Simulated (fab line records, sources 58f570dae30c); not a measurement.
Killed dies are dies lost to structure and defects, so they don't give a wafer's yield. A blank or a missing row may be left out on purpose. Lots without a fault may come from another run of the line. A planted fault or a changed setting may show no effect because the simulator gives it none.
fab line records | flow berkeley_cmos170
record lots=5 wafers=15 last_day=13
route steps=331 shown NWELL@18 PWELL@34 WELLDRIVE@55
lots that met no fault: from a run of the same line without faults
start_h: hours from the record's first day to the start of the lot's first wafer shown | wait_h: hours since the lot's step before | " the same as in the row above | L1.1+2: a row that stands for several wafers | - no value, or no start given | * or withheld: withheld | < > ~ a bound
route shown NAME@n: a module of which the file shows steps, and the number in the route of the first | usual: mean/standard deviation of fault-free wafers | same: alike in all rows | chamber/n: place in a boat | sites: the reading at each site | _std_site: their standard deviation | _edge_site: outer sites' mean less inner sites' | radius_mm: how far each site lies from the wafer's centre | mask NAME#n: copy n | behind: the tool/chamber that last shaped the wafer | hold: why the lot was held/for how many hours/how that ended | device: the transistor (n, p or np) that didn't switch | end of line: the same wafers' tests at the end of the route | a step without rows: its recipe alone | killed: dies lost to structure and defects at the first sort, not the wafer's yield | map: a wafer's dies, x killed, . not, _ none there
set.NAME: the setting as run; set.NAME@STEP: as run at that earlier step | model.NAME: the simulator's own value behind a step, which no gauge read
lots at some steps of the route; a table a step, a row a wafer
services: from which hour (start_h, from the record's first day; less than 0 if before it) a tool's chamber was out of use, for how many hours, and why
## steps
# step UCB170_NWELL_CVD_04
# recipe material=Si3N4 target_thk_nm=224 temp_c=800 precursor=SiH2Cl2/NH3 time_s=3360 pressure_mtorr=200 sih2cl2_flow_sccm=25 nh3_flow_sccm=75
# usual spike_tc_centre_C=801.6/1.2 zone_power_centre_pct=33.0/1.5 zone_power_source_pct=19.5/1.6
# columns lot.wafer tool chamber start_h wait_h spike_tc_centre_C zone_power_centre_pct zone_power_source_pct
L074.3 lpcvd-02 1 30.98 0.0 800.7 32.2 19.7
L074.4 " 1 " " 799.9 32.8 19.9
L074.6 " 1 " " 802.6 32.6 19.7
L075.3 lpcvd-02 1 45.52 0.8 800.7 32.7 19.8
L075.5 " 1 " " 802.5 32.3 19.7
L075.6 " 1 " " 803.3 32.5 19.8
L079.1 lpcvd-02 1 70.27 0.0 802.4 32.9 19.7
L079.4 " 1 " " 803.5 32.4 19.8
L079.6 " 1 " " 801.9 32.8 19.8
L087.1 lpcvd-01 1 101.75 0.9 801.7 32.2 21.2
L087.2 " 1 " " 799.8 31.5 20.8
L087.3 " 1 " " 800.1 31.8 21.1
L093.2 lpcvd-01 1 135.60 0.7 799.5 31.1 21.1
L093.3 " 1 " " 799.2 31.4 21.0
L093.6 " 1 " " 799.7 31.1 20.7
# step UCB170_NWELL_THK_MEAS_05
# recipe reads=Si3N4_of_NWELL_CVD_04
# usual NWELL_NITRIDE_THK=222.8/2.2
# columns lot.wafer tool chamber start_h wait_h NWELL_NITRIDE_THK[nm]
L074.3 film_metro-03 - 32.93 0.0 221.6
L074.4 " - " " 221.0
L074.6 " - " " 221.1
L075.3 film_metro-01 - 47.48 0.0 223.4
L075.5 " - " " 223.4
L075.6 " - " " 222.2
L079.1 film_metro-01 - 72.20 0.0 224.3
L079.4 " - " " 224.2
L079.6 " - " " 222.4
L087.1 film_metro-02 - 103.69 0.0 226.2
L087.2 " - " " 225.2
L087.3 " - " " 226.3
L093.2 film_metro-01 - 137.54 0.0 227.6
L093.3 " - " " 226.1
L093.6 " - " " 225.7
# step UCB170_NWELL_HMDS_06
# recipe prime_time_s=60 prime_temp_c=100
# columns lot.wafer tool chamber start_h wait_h
L074.3+4+6 litho_track-02 0 33.02 0.1
L075.3+5+6 litho_track-02 0 47.57 0.1
L079.1+4+6 litho_track-04 0 72.26 0.1
L087.1+2+3 litho_track-03 0 103.87 0.2
L093.2+3+6 litho_track-02 0 137.62 0.1
# step UCB170_NWELL_COAT_07
# recipe resist=KrF spin_rpm=1500 resist_thk_nm=905.3
# columns lot.wafer tool chamber start_h wait_h
L074.3+4+6 litho_track-02 0 33.17 0.1
L075.3+5+6 litho_track-02 0 47.72 0.1
L079.1+4+6 litho_track-04 0 72.41 0.1
L087.1+2+3 litho_track-03 0 104.02 0.1
L093.2+3+6 litho_track-02 0 137.77 0.1
# step UCB170_NWELL_SOFTBAKE_08
# recipe resist=KrF temp_c=130 time_s=60
# columns lot.wafer tool chamber start_h wait_h
L074.3+4+6 litho_track-02 0 33.32 0.1
L075.3+5+6 litho_track-02 0 47.87 0.1
L079.1+4+6 litho_track-04 0 72.56 0.1
L087.1+2+3 litho_track-03 0 104.17 0.1
L093.2+3+6 litho_track-02 0 137.92 0.1
# step UCB170_NWELL_EXPOSE_09
# recipe mask_id=NWELL target_cd_nm=3000 na=0.5 sigma_outer=0.6 source_shape=conventional dose_mj=25
# columns lot.wafer tool chamber start_h wait_h mask
L074.3+4+6 krf_scanner-01 0 33.46 0.1 NWELL#0
L075.3+5+6 krf_scanner-01 0 48.01 0.1 NWELL#0
L079.1+4+6 krf_scanner-02 0 72.71 0.1 NWELL#0
L087.1+2+3 krf_scanner-02 0 104.39 0.2 NWELL#0
L093.2+3+6 krf_scanner-01 0 138.31 0.4 NWELL#0
# step UCB170_NWELL_PEB_10
# recipe peb_temp_c=130 peb_time_s=withheld resist=KrF
# columns lot.wafer tool chamber start_h wait_h
L074.3+4+6 litho_track-02 0 33.59 0.1
L075.3+5+6 litho_track-03 0 48.13 0.1
L079.1+4+6 litho_track-02 0 72.83 0.1
L087.1+2+3 litho_track-02 0 104.51 0.1
L093.2+3+6 litho_track-02 0 138.43 0.1
# step UCB170_NWELL_DEVELOP_11
# recipe developer=TMAH develop_time_s=45 resist=KrF dev_temp_c=21
# same develop_time_s=45
# columns lot.wafer tool chamber start_h wait_h
L074.3+4+6 litho_track-02 0 - -
L075.3+5+6 litho_track-03 0 - -
L079.1+4+6 litho_track-02 0 - -
L087.1+2+3 litho_track-02 0 - -
L093.2+3+6 litho_track-02 0 - -
# step UCB170_NWELL_OVL_MEAS_12
# usual NWELL_OVL=1/5.9
# columns lot.wafer tool chamber start_h wait_h NWELL_OVL[nm]
L074.3 overlay-01 - 33.83 - 6
L074.4 " - " " 6
L074.6 " - " " -2
L075.3 overlay-01 - 48.37 - -2
L075.5 " - " " -14
L075.6 " - " " -2
L079.1 overlay-01 - 73.11 - -7
L079.4 " - " " -8
L079.6 " - " " -14
L087.1 overlay-02 - 104.78 - 2
L087.2 " - " " 5
L087.3 " - " " -3
L093.2 overlay-02 - 138.68 - 0
L093.3 " - " " 5
L093.6 " - " " 3
# step UCB170_NWELL_ETCH_13
# recipe chemistry=CH3F/Ar/O2 target=Si3N4 stop_on=SiO2 CH3F_flow_sccm=20 Ar_flow_sccm=50 O2_flow_sccm=7 pressure_mtorr=50 rf_w=450 target_depth_a=2464 over_etch_frac=0.1 time_s=154
# usual O2_flow_sccm=7.003/0.021 drypump_motor_current_A=5.6/0.37 mfc_ar_sccm=50.04/0.17 oes_product_au=0.939/0.014 throttle_valve_pct=8.02/0.17
# columns lot.wafer tool chamber start_h wait_h O2_flow_sccm drypump_motor_current_A mfc_ar_sccm oes_product_au rf_hours_counter_h throttle_valve_pct
L074.3 rie_diel-04 1 33.85 0.0 6.994 5.7 50.00 0.957 159 7.85
L074.4 " 0 " " 7.018 5.9 49.66 0.924 78 7.87
L074.6 " 2 " " 7.021 6.2 50.07 0.927 - 8.25
L075.3 rie_diel-01 0 48.39 0.0 6.989 5.0 49.81 0.927 87 8.28
L075.5 " 2 " " 6.950 5.4 49.93 0.956 - 7.75
L075.6 " 3 " " 6.968 6.2 50.18 0.935 - 7.97
L079.1 rie_diel-01 0 73.14 0.0 6.985 4.9 49.80 0.937 88 8.27
L079.4 " 2 " " 7.005 5.4 50.09 0.963 48 7.76
L079.6 " 0 " " 6.996 4.9 49.78 0.932 - 8.26
L087.1 rie_diel-01 3 104.82 0.0 7.024 6.2 50.15 0.964 12 7.97
L087.2 " 2 " " 6.992 5.4 50.25 0.960 49 7.77
L087.3 " 0 " " 6.998 4.9 49.92 0.940 89 8.28
L093.2 rie_diel-04 0 138.71 0.0 7.003 5.9 50.11 0.945 82 7.87
L093.3 " 3 " " 6.992 5.5 50.30 0.947 84 8.19
L093.6 " 2 " " 6.965 6.1 49.88 0.943 - 8.23
# step UCB170_NWELL_IMPLANT_14
# recipe species=P dose_cm2=1e+13 energy_kev=150 tilt_deg=7
# columns lot.wafer tool chamber start_h wait_h
L074.3+4+6 implanter-02 0 34.00 0.1
L075.3+5+6 implanter-04 0 48.55 0.1
L079.1+4+6 implanter-02 0 73.24 0.1
L087.1+2+3 implanter-04 0 104.92 0.1
L093.2+3+6 implanter-02 0 138.84 0.1
# step UCB170_NWELL_STRIP_15
# recipe chemistry=O2 power_w=400 pressure_mtorr=3500 platen_temp_c=withheld o2_flow_sccm=400 overash_fraction=0.5
# usual drypump_motor_current_A=5.5/0.6 oes_product_au=0.721/0.0044 strip_time_to_endpoint_s=18.12/0.067
# columns lot.wafer tool chamber start_h wait_h drypump_motor_current_A oes_product_au rf_hours_counter_h strip_time_to_endpoint_s
L074.3 plasma_asher-02 0 34.13 0.1 5.4 0.725 - 18.20
L074.4 " 1 " " 4.8 0.721 - 18.16
L074.6 " 0 " " 5.4 0.720 - 18.07
L075.3 plasma_asher-02 0 48.68 0.1 5.4 0.717 - 18.20
L075.5 " 1 " " 4.9 0.723 - 18.12
L075.6 " 0 " " 5.5 0.725 - 18.16
L079.1 plasma_asher-01 1 73.39 0.1 6.1 0.719 29 18.06
L079.4 " 0 " " 4.9 0.721 - 18.01
L079.6 " 1 " " 6.2 0.712 - 18.07
L087.1 plasma_asher-04 0 105.07 0.1 6.5 0.725 33 18.02
L087.2 " 1 " " 5.7 0.722 33 17.92
L087.3 " 0 " " 6.5 0.728 - 18.12
L093.2 plasma_asher-02 0 138.97 0.1 5.4 0.723 2 18.18
L093.3 " 0 " " 5.4 0.727 - 18.04
L093.6 " 1 " " 4.8 0.727 - 18.09
# step UCB170_NWELL_TW_MEAS_16
# usual NWELL_TW=1246/12
# columns lot.wafer tool chamber start_h wait_h NWELL_TW
L074.3 film_metro-02 - 34.22 0.1 1222
L074.4 " - " " 1225
L074.6 " - " " 1227
L075.3 film_metro-01 - 48.77 0.1 1254
L075.5 " - " " 1249
L075.6 " - " " 1246
L079.1 film_metro-01 - 73.49 0.1 1245
L079.4 " - " " 1249
L079.6 " - " " 1247
L087.1 film_metro-01 - 105.17 0.1 1245
L087.2 " - " " 1250
L087.3 " - " " 1249
L093.2 film_metro-01 - 139.08 0.1 1250
L093.3 " - " " 1258
L093.6 " - " " 1244
# step UCB170_NWELL_CLEAN_17
# recipe chemistry=SPM temp_c=120 time_s=600
# usual bath_guard_temp_C=119.8/0.42
# columns lot.wafer tool chamber start_h wait_h bath_guard_temp_C
L074.3 wet_bench-04 1 34.46 0.2 120.0
L074.4 " 1 " " 119.8
L074.6 " 1 " " 119.8
L075.3 wet_bench-03 2 48.81 0.0 120.1
L075.5 " 2 " " 120.1
L075.6 " 2 " " 119.9
L079.1 wet_bench-04 2 73.59 0.1 119.7
L079.4 " 2 " " 119.4
L079.6 " 2 " " 120.2
L087.1 wet_bench-03 0 105.76 0.6 119.8
L087.2 " 0 " " 119.5
L087.3 " 0 " " 119.4
L093.2 wet_bench-03 1 141.36 2.3 120.6
L093.3 " 1 " " 120.7
L093.6 " 1 " " 120.7
# step UCB170_NWELL_WET_ETCH_18
# recipe chemistry=H3PO4 target=Si3N4 temp_c=160 time_s=14400
# usual bath_guard_temp_C=159.9/0.39
# columns lot.wafer tool chamber start_h wait_h bath_guard_temp_C
L074.3 wet_bench-04 2 34.81 0.2 159.9
L074.4 " 2 " " 159.6
L074.6 " 2 " " 159.8
L075.3 wet_bench-01 0 48.98 0.0 160.0
L075.5 " 0 " " 160.3
L075.6 " 0 " " 160.2
L079.1 wet_bench-04 2 73.76 0.0 159.9
L079.4 " 2 " " 159.6
L079.6 " 2 " " 159.8
L087.1 wet_bench-03 3 106.11 0.2 159.6
L087.2 " 3 " " 159.6
L087.3 " 3 " " 159.2
L093.2 wet_bench-01 1 141.64 0.1 159.4
L093.3 " 1 " " 159.9
L093.6 " 1 " " 160.1
# step UCB170_NWELL_WET_ETCH_19
# recipe chemistry=BOE dilution=5:1 target=SiO2 temp_c=25 time_s=22
# columns lot.wafer tool chamber start_h wait_h
L074.3+4+6 wet_bench-01 3 38.82 0.0
L075.3+5+6 wet_bench-01 2 54.57 0.4
L079.1+4+6 wet_bench-04 1 77.77 0.0
L087.1+2+3 wet_bench-01 2 110.12 0.0
L093.2+3+6 wet_bench-04 0 145.65 0.0
# step UCB170_PWELL_CLEAN_00
# recipe chemistry=SPM temp_c=120 time_s=600
# usual bath_guard_temp_C=120.0/0.5
# columns lot.wafer tool chamber start_h wait_h bath_guard_temp_C
L074.3 wet_bench-04 0 38.84 0.0 120.0
L074.4 " 0 " " 119.8
L074.6 " 0 " " 119.6
L075.3 wet_bench-01 3 54.77 0.2 120.4
L075.5 " 3 " " 120.6
L075.6 " 3 " " 120.5
L079.1 wet_bench-04 3 77.78 0.0 120.5
L079.4 " 3 " " 120.5
L079.6 " 3 " " 120.3
L087.1 wet_bench-03 0 110.14 0.0 119.6
L087.2 " 0 " " 119.4
L087.3 " 0 " " 119.5
L093.2 wet_bench-03 1 145.66 0.0 120.5
L093.3 " 1 " " 120.5
L093.6 " 1 " " 120.7
# step UCB170_PWELL_CLEAN_01
# recipe chemistry=dHF dilution=25:1 time_s=60
# columns lot.wafer tool chamber start_h wait_h
L074.3+4+6 wet_bench-01 3 39.01 0.0
L075.3+5+6 wet_bench-01 1 54.95 0.0
L079.1+4+6 wet_bench-01 0 77.96 0.0
L087.1+2+3 wet_bench-01 2 110.33 0.0
L093.2+3+6 wet_bench-01 1 145.84 0.0
# step UCB170_PWELL_OXIDATION_02
# recipe temp_c=1000 ambient=O2 target_thk_a=264 ox_time_s=1260
# usual spike_tc_centre_C=1002.3/1.2 tube_center_temp_C=1000.0/0.1 zone_power_centre_pct=47.9/2.9 zone_power_source_pct=33.6/1.4
# columns lot.wafer tool chamber start_h wait_h spike_tc_centre_C tube_center_temp_C zone_power_centre_pct zone_power_source_pct
L074.3 furnace-04 0 48.03 9.0 1001.5 1000.00 47.1 32.9
L074.4 " 0 " " 1000.8 1000.0 46.7 33.1
L074.6 " 0 " " 1000.5 999.97 46.8 33.1
L075.3 furnace-02 0 58.12 3.2 1003.9 999.95 46.5 35.5
L075.5 " 0 " " 1002.8 999.95 46.9 34.5
L075.6 " 0 " " 1001.1 999.90 46.2 34.9
L079.1 furnace-02 0 82.02 4.0 1003.1 1000.1 46.3 34.3
L079.4 " 0 " " 1001.1 999.80 46.6 34.9
L079.6 " 0 " " 1004.9 999.85 46.3 34.9
L087.1 furnace-02 0 116.22 5.9 1002.3 999.77 46.5 34.9
L087.2 " 0 " " 1003.0 999.95 46.2 35.1
L087.3 " 0 " " 1000.3 999.98 47.0 35.1
L093.2 furnace-04 0 150.16 4.3 1002.1 1000.1 45.9 33.0
L093.3 " 0 " " 1001.6 999.99 47.2 33.2
L093.6 " 0 " " 1003.4 999.97 46.3 32.6
# step UCB170_PWELL_THK_MEAS_03
# recipe reads=SiO2_of_PWELL_OXIDATION_02
# usual PWELL_OXIDE_THK=26.8/0.62
# columns lot.wafer tool chamber start_h wait_h PWELL_OXIDE_THK[nm]
L074.3 film_metro-01 - 49.45 0.1 27.5
L074.4 " - " " 27.3
L074.6 " - " " 27.7
L075.3 film_metro-02 - 59.49 0.0 26.9
L075.5 " - " " 26.9
L075.6 " - " " 26.4
L079.1 film_metro-04 - 83.37 0.0 27.4
L079.4 " - " " 27.4
L079.6 " - " " 27.4
L087.1 film_metro-02 - 117.57 0.0 27.5
L087.2 " - " " 26.6
L087.3 " - " " 26.8
L093.2 film_metro-01 - 151.52 0.0 26.6
L093.3 " - " " 26.7
L093.6 " - " " 26.4
# step UCB170_PWELL_ANNEAL_04
# recipe temp_c=1000 time_s=900 ambient=N2
# usual spike_tc_centre_C=1002.5/1.1 tube_center_temp_C=999.99/0.094 zone_power_centre_pct=47.6/2.5 zone_power_source_pct=33.4/1.3
# columns lot.wafer tool chamber start_h wait_h spike_tc_centre_C tube_center_temp_C zone_power_centre_pct zone_power_source_pct
L074.3 furnace-04 0 56.31 6.8 1002.4 999.96 46.2 32.6
L074.4 " 0 " " 1002.1 999.99 47.2 33.3
L074.6 " 0 " " 1001.9 999.81 46.8 32.9
L075.3 furnace-01 0 64.60 5.1 1001.8 1000 55.1 31.1
L075.5 " 0 " " 1001.4 1000 53.5 31.1
L075.6 " 0 " " 999.5 1000.1 54.2 31.5
L079.1 furnace-02 0 87.78 4.4 1001.0 1000 46.5 35.1
L079.4 " 0 " " 1003.2 999.98 45.8 34.5
L079.6 " 0 " " 1003.7 999.83 45.6 35.3
L087.1 furnace-04 0 122.06 4.5 1001.7 1000.1 47.2 32.7
L087.2 " 0 " " 1004.6 999.97 47.2 32.7
L087.3 " 0 " " 1002.6 1000.1 46.5 32.9
L093.2 furnace-02 0 154.41 2.9 1002.9 999.93 46.0 35.2
L093.3 " 0 " " 1003.8 999.99 46.4 34.9
L093.6 " 0 " " 1003.2 1000.1 47.2 34.7
# step UCB170_PWELL_CVD_05
# recipe material=Si3N4 target_thk_nm=220 temp_c=800 precursor=SiH2Cl2/NH3 time_s=3300 pressure_mtorr=200 sih2cl2_flow_sccm=25 nh3_flow_sccm=75
# usual spike_tc_centre_C=801.6/1.3 zone_power_centre_pct=33.3/1.7 zone_power_source_pct=19.4/1.7
# columns lot.wafer tool chamber start_h wait_h spike_tc_centre_C zone_power_centre_pct zone_power_source_pct
L074.3 lpcvd-01 0 57.56 0.0 802.6 35.1 16.5
L074.4 " 0 " " 802.9 35.2 16.8
L074.6 " 0 " " 800.4 34.8 16.7
L075.3 lpcvd-01 0 65.85 0.0 804.4 35.4 16.3
L075.5 " 0 " " 802.4 34.8 16.7
L075.6 " 0 " " 802.2 35.2 16.8
L079.1 lpcvd-02 0 89.03 0.0 802.6 35.2 19.9
L079.4 " 0 " " 804.3 35.2 19.8
L079.6 " 0 " " 802.9 36.1 19.8
L087.1 lpcvd-02 1 123.31 0.0 801.5 32.7 20.1
L087.2 " 1 " " 801.8 32.5 20.0
L087.3 " 1 " " 799.8 32.8 20.0
L093.2 lpcvd-02 1 155.66 0.0 800.9 32.8 19.7
L093.3 " 1 " " 801.5 32.9 19.7
L093.6 " 1 " " 802.1 32.2 20.0
# step UCB170_PWELL_THK_MEAS_06
# recipe reads=Si3N4_of_PWELL_CVD_05
# usual PWELL_NITRIDE_THK=220.3/1.9
# columns lot.wafer tool chamber start_h wait_h PWELL_NITRIDE_THK[nm]
L074.3 film_metro-01 - 59.50 0.0 221.7
L074.4 " - " " 220.9
L074.6 " - " " 221.0
L075.3 film_metro-04 - 67.84 0.1 217.4
L075.5 " - " " 218.0
L075.6 " - " " 218.0
L079.1 film_metro-02 - 91.04 0.1 221.1
L079.4 " - " " 222.2
L079.6 " - " " 222.1
L087.1 film_metro-01 - 125.23 0.0 219.1
L087.2 " - " " 220.9
L087.3 " - " " 221.2
L093.2 film_metro-04 - 157.59 0.0 218.1
L093.3 " - " " 217.5
L093.6 " - " " 219.5
# step UCB170_PWELL_HMDS_07
# recipe prime_time_s=60 prime_temp_c=100
# columns lot.wafer tool chamber start_h wait_h
L074.3+4+6 litho_track-03 0 59.59 0.1
L075.3+5+6 litho_track-01 0 67.93 0.1
L079.1+4+6 litho_track-04 0 91.47 0.4
L087.1+2+3 litho_track-03 0 125.33 0.1
L093.2+3+6 litho_track-01 0 157.99 0.4
# step UCB170_PWELL_COAT_08
# recipe resist=KrF spin_rpm=1500 resist_thk_nm=900
# columns lot.wafer tool chamber start_h wait_h
L074.3+4+6 litho_track-03 0 59.74 0.1
L075.3+5+6 litho_track-01 0 68.08 0.1
L079.1+4+6 litho_track-04 0 91.62 0.1
L087.1+2+3 litho_track-03 0 125.48 0.1
L093.2+3+6 litho_track-01 0 158.14 0.1
# step UCB170_PWELL_SOFTBAKE_09
# recipe resist=KrF temp_c=130 time_s=60
# columns lot.wafer tool chamber start_h wait_h
L074.3+4+6 litho_track-03 0 59.89 0.1
L075.3+5+6 litho_track-01 0 68.23 0.1
L079.1+4+6 litho_track-04 0 91.77 0.1
L087.1+2+3 litho_track-03 0 125.63 0.1
L093.2+3+6 litho_track-01 0 158.29 0.1
# step UCB170_PWELL_EXPOSE_10
# recipe mask_id=PWELL target_cd_nm=3000 na=0.5 sigma_outer=0.6 source_shape=conventional dose_mj=19
# columns lot.wafer tool chamber start_h wait_h mask
L074.3+4+6 krf_scanner-01 0 60.03 0.1 PWELL#0
L075.3+5+6 krf_scanner-02 0 68.60 0.3 PWELL#0
L079.1+4+6 krf_scanner-02 0 92.04 0.2 PWELL#0
L087.1+2+3 krf_scanner-01 0 125.85 0.2 PWELL#0
L093.2+3+6 krf_scanner-02 0 158.44 0.1 PWELL#0
# step UCB170_PWELL_PEB_11
# recipe peb_temp_c=131 peb_time_s=withheld resist=KrF
# columns lot.wafer tool chamber start_h wait_h
L074.3+4+6 litho_track-03 0 60.15 0.1
L075.3+5+6 litho_track-03 0 68.73 0.1
L079.1+4+6 litho_track-01 0 92.60 0.5
L087.1+2+3 litho_track-01 0 125.97 0.1
L093.2+3+6 litho_track-04 0 158.67 0.2
# step UCB170_PWELL_DEVELOP_12
# recipe developer=TMAH develop_time_s=45 resist=KrF dev_temp_c=21
# same develop_time_s=45
# columns lot.wafer tool chamber start_h wait_h
L074.3+4+6 litho_track-03 0 - -
L075.3+5+6 litho_track-03 0 - -
L079.1+4+6 litho_track-01 0 - -
L087.1+2+3 litho_track-01 0 - -
L093.2+3+6 litho_track-04 0 - -
# step UCB170_PWELL_OVL_MEAS_13
# usual PWELL_OVL=-6/5.2
# columns lot.wafer tool chamber start_h wait_h PWELL_OVL[nm]
L074.3 overlay-01 - 60.39 - 4
L074.4 " - " " -11
L074.6 " - " " -11
L075.3 overlay-01 - 68.96 - -1
L075.5 " - " " -7
L075.6 " - " " 0
L079.1 overlay-01 - 92.87 - -4
L079.4 " - " " -7
L079.6 " - " " -10
L087.1 overlay-01 - 126.24 - -5
L087.2 " - " " -3
L087.3 " - " " -12
L093.2 overlay-02 - 158.93 - -3
L093.3 " - " " -3
L093.6 " - " " -7
# step UCB170_PWELL_ETCH_14
# recipe chemistry=CH3F/Ar/O2 target=Si3N4 stop_on=SiO2 CH3F_flow_sccm=20 Ar_flow_sccm=50 O2_flow_sccm=7 pressure_mtorr=50 rf_w=450 target_depth_a=2420 over_etch_frac=0.1 time_s=151
# usual O2_flow_sccm=6.998/0.02 drypump_motor_current_A=5.6/0.33 mfc_ar_sccm=50.01/0.17 oes_product_au=0.938/0.013 throttle_valve_pct=8.05/0.13
# columns lot.wafer tool chamber start_h wait_h O2_flow_sccm drypump_motor_current_A mfc_ar_sccm oes_product_au rf_hours_counter_h throttle_valve_pct
L074.3 rie_diel-02 1 60.42 0.0 7.010 5.4 49.81 0.940 5 8.01
L074.4 " 2 " " 7.012 5.5 50.11 0.937 46 7.88
L074.6 " 3 " " 7.037 5.4 49.65 0.915 - 8.20
L075.3 rie_diel-02 1 68.99 0.0 7.025 5.5 49.93 0.924 6 8.00
L075.5 " 3 " " 6.974 5.4 50.33 0.914 - 8.20
L075.6 " 0 " " 7.032 5.4 50.15 0.951 - 8.06
L079.1 rie_diel-02 1 92.91 0.0 6.997 5.5 50.27 0.936 7 7.99
L079.4 " 0 " " 7.022 5.4 49.97 0.960 13 8.07
L079.6 " 0 " " 7.016 5.4 49.99 0.961 - 8.08
L087.1 rie_diel-03 2 126.28 0.0 6.986 6.2 50.24 0.942 111 7.91
L087.2 " 0 " " 6.968 5.2 49.96 0.933 13 8.18
L087.3 " 1 " " 7.010 5.6 49.99 0.931 109 8.11
L093.2 rie_diel-04 0 158.96 0.0 7.003 5.9 49.53 0.927 83 7.87
L093.3 " 3 " " 6.987 5.5 50.00 0.940 85 8.18
L093.6 " 2 " " 6.990 6.1 50.08 0.930 - 8.24
# step UCB170_PWELL_IMPLANT_15
# recipe species=B dose_cm2=5e+12 energy_kev=60 tilt_deg=7
# columns lot.wafer tool chamber start_h wait_h
L074.3+4+6 implanter-02 0 60.57 0.1
L075.3+5+6 implanter-02 0 69.14 0.1
L079.1+4+6 implanter-03 0 93.01 0.1
L087.1+2+3 implanter-04 0 126.38 0.1
L093.2+3+6 implanter-02 0 159.09 0.1
# step UCB170_PWELL_STRIP_16
# recipe chemistry=O2 power_w=400 pressure_mtorr=3500 platen_temp_c=withheld o2_flow_sccm=400 overash_fraction=0.5
# usual drypump_motor_current_A=6.0/0.57 oes_product_au=0.721/0.0044 strip_time_to_endpoint_s=18.07/0.087
# columns lot.wafer tool chamber start_h wait_h drypump_motor_current_A oes_product_au rf_hours_counter_h strip_time_to_endpoint_s
L074.3 plasma_asher-04 1 60.70 0.1 5.7 0.721 - 18.13
L074.4 " 0 " " 6.5 0.722 - 18.06
L074.6 " 0 " " 6.5 0.726 - 18.04
L075.3 plasma_asher-01 1 69.27 0.1 6.2 0.727 - 18.13
L075.5 " 1 " " 6.2 0.715 - 18.18
L075.6 " 0 " " 5.0 0.723 - 18.05
L079.1 plasma_asher-01 0 93.16 0.1 5.0 0.718 31 18.05
L079.4 " 0 " " 5.0 0.722 - 17.93
L079.6 " 0 " " 5.0 0.719 - 17.87
L087.1 plasma_asher-04 0 126.53 0.1 6.5 0.725 35 17.96
L087.2 " 1 " " 5.7 0.721 35 17.96
L087.3 " 0 " " 6.5 0.724 - 18.02
L093.2 plasma_asher-01 0 159.21 0.1 5.0 0.723 38 18.29
L093.3 " 0 " " 5.0 0.723 - 18.20
L093.6 " 0 " " 5.0 0.720 - 18.24
# step UCB170_PWELL_TW_MEAS_17
# usual PWELL_TW=379/3.2
# columns lot.wafer tool chamber start_h wait_h PWELL_TW
L074.3 film_metro-04 - 60.79 0.1 382
L074.4 " - " " 380
L074.6 " - " " 382
L075.3 film_metro-04 - 69.36 0.1 384
L075.5 " - " " 382
L075.6 " - " " 383
L079.1 film_metro-01 - 93.26 0.1 379
L079.4 " - " " 377
L079.6 " - " " 376
L087.1 film_metro-01 - 126.63 0.1 381
L087.2 " - " " 383
L087.3 " - " " 382
L093.2 film_metro-04 - 159.32 0.1 381
L093.3 " - " " 382
L093.6 " - " " 381
# step UCB170_PWELL_CLEAN_18
# recipe chemistry=SPM temp_c=120 time_s=600
# usual bath_guard_temp_C=120.0/0.45
# columns lot.wafer tool chamber start_h wait_h bath_guard_temp_C
L074.3 wet_bench-04 1 60.83 0.0 119.6
L074.4 " 1 " " 120.1
L074.6 " 1 " " 120.2
L075.3 wet_bench-01 0 69.40 0.0 120.3
L075.5 " 0 " " 120.1
L075.6 " 0 " " 120.5
L079.1 wet_bench-03 3 93.94 0.7 119.6
L079.4 " 3 " " 119.2
L079.6 " 3 " " 119.7
L087.1 wet_bench-01 1 126.70 0.1 119.4
L087.2 " 1 " " 119.4
L087.3 " 1 " " 119.0
L093.2 wet_bench-03 1 159.37 0.0 120.7
L093.3 " 1 " " 120.8
L093.6 " 1 " " 120.3
# step UCB170_PWELL_WET_ETCH_19
# recipe chemistry=H3PO4 target=Si3N4 temp_c=160 time_s=14400
# usual bath_guard_temp_C=160.0/0.55
# columns lot.wafer tool chamber start_h wait_h bath_guard_temp_C
L074.3 wet_bench-03 0 61.02 0.0 159.4
L074.4 " 0 " " 159.5
L074.6 " 0 " " 159.8
L075.3 wet_bench-01 2 69.59 0.0 159.2
L075.5 " 2 " " 159.1
L075.6 " 2 " " 159.4
L079.1 wet_bench-03 3 94.30 0.2 159.4
L079.4 " 3 " " 159.4
L079.6 " 3 " " 159.2
L087.1 wet_bench-01 1 126.87 0.0 159.6
L087.2 " 1 " " 159.7
L087.3 " 1 " " 159.8
L093.2 wet_bench-03 1 159.55 0.0 160.5
L093.3 " 1 " " 160.7
L093.6 " 1 " " 160.5
# step UCB170_PWELL_WET_ETCH_20
# recipe chemistry=BOE dilution=5:1 target=SiO2 temp_c=25 time_s=22
# columns lot.wafer tool chamber start_h wait_h
L074.3+4+6 wet_bench-01 3 65.25 0.2
L075.3+5+6 wet_bench-01 0 73.96 0.0
L079.1+4+6 wet_bench-03 1 98.31 0.0
L087.1+2+3 wet_bench-04 0 131.13 0.2
L093.2+3+6 wet_bench-04 3 163.55 0.0
# step UCB170_WELLDRIVE_CLEAN_00
# recipe chemistry=SPM temp_c=120 time_s=600
# usual bath_guard_temp_C=119.8/0.41
# columns lot.wafer tool chamber start_h wait_h bath_guard_temp_C
L074.3 wet_bench-01 3 65.28 0.0 120.4
L074.4 " 3 " " 120.5
L074.6 " 3 " " 120.4
L075.3 wet_bench-01 0 73.98 0.0 120.0
L075.5 " 0 " " 120.1
L075.6 " 0 " " 120.1
L079.1 wet_bench-03 0 98.32 0.0 119.6
L079.4 " 0 " " 119.6
L079.6 " 0 " " 119.6
L087.1 wet_bench-04 1 131.16 0.0 119.8
L087.2 " 1 " " 119.8
L087.3 " 1 " " 120.1
L093.2 wet_bench-03 0 163.57 0.0 119.7
L093.3 " 0 " " 119.1
L093.6 " 0 " " 119.5
## services
# columns tool chamber start_h hours kind
furnace-04 - 9.27 4.2 pm
plasma_asher-02 - 16.12 9.8 repair
plasma_asher-04 - 37.91 0.8 repair
implanter-04 - 38.52 2.4 repair
krf_scanner-02 - 42.48 1.3 pm
rie_diel-01 2 56.41 6.3 repair
krf_scanner-02 - 60.89 0.8 pm
implanter-04 - 60.92 2.4 repair
furnace-02 - 64.64 3.1 pm
krf_scanner-01 - 70.66 4.0 pm
lpcvd-02 - 72.20 6.0 pm
krf_scanner-02 - 74.68 4.0 pm
implanter-04 - 81.37 8.2 repair
krf_scanner-02 - 82.61 0.8 repair
plasma_asher-04 - 92.12 1.1 repair
krf_scanner-01 - 100.77 3.6 pm
wet_bench-04 - 108.79 4.4 pm
krf_scanner-01 - 111.60 0.8 pm
implanter-02 - 122.69 4.0 repair
krf_scanner-02 - 123.59 1.0 pm
krf_scanner-02 - 132.72 0.8 pm
furnace-02 - 137.62 2.5 pm
krf_scanner-01 - 153.53 1.0 pm
lpcvd-02 - 162.20 17.2 pm
## key
fault none
